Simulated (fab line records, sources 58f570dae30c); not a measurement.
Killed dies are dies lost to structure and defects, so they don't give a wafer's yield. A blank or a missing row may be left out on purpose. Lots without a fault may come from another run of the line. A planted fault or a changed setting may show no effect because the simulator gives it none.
Which tool did it? | flow berkeley_cmos170 | 7 lots, 21 wafers sampled, at 3 steps of a route of 331

WHAT THE GAUGES READ, wafer by wafer
UCB170_PSD_TW_MEAS_10.
lot  | measured     | on            | PSD_TW
L763 | day 7 01:50  | film_metro-04 | 2328 2331 2330
L766 | day 7 14:34  | film_metro-03 | 2305 2317 2311
L769 | day 8 18:53  | film_metro-04 | 2338 2325 2316
L771 | day 8 19:19  | film_metro-01 | 2332 2333 2331
L777 | day 9 21:23  | film_metro-03 | 2304 2293 2303
L781 | day 10 10:55 | film_metro-01 | 2336 2337 2343
L784 | day 11 19:44 | film_metro-01 | 2335 2347 2339

WHICH TOOL RAN EACH LOT (tool, then ch and the chambers of the sampled wafers, then the start)
lot  | UCB170_PSD_IMPLANT_08           | UCB170_PSD_STRIP_09
L763 | implanter-01 ch 0, day 7 01:35  | plasma_asher-01 ch 0,1, day 7 01:44
L766 | implanter-03 ch 0, day 7 14:20  | plasma_asher-04 ch 0, day 7 14:28
L769 | implanter-01 ch 0, day 8 18:41  | plasma_asher-02 ch 0,1, day 8 18:47
L771 | implanter-01 ch 0, day 8 19:04  | plasma_asher-01 ch 0,1, day 8 19:13
L777 | implanter-01 ch 0, day 9 21:09  | plasma_asher-02 ch 0, day 9 21:16
L781 | implanter-01 ch 0, day 10 10:41 | plasma_asher-04 ch 0,1, day 10 10:48
L784 | implanter-02 ch 0, day 11 19:31 | plasma_asher-04 ch 0,1, day 11 19:39
- UCB170_PSD_IMPLANT_08
- UCB170_PSD_STRIP_09: strips in O2.

THE ANSWER, worked out from the rows above alone
Rule: what is usual is taken from the lots themselves. Put in order of their means at a reading, lots are off if they are a third of the lots or fewer, leave a main group of 4 or more, and stand apart from it by a gap of 3 or more times the standard deviation of the main group's means; of several such gaps the widest counts. A main group whose means are all the same, to the digits that the tables above print for the reading, isn't used. A lot without any number at a reading at which 4 lots or more have one is off too. The other lots that the step has rows for count as sound.
No lot is off at any reading shown: from this, nothing can be told.

WHAT THE SIMULATOR HAD PUT IN
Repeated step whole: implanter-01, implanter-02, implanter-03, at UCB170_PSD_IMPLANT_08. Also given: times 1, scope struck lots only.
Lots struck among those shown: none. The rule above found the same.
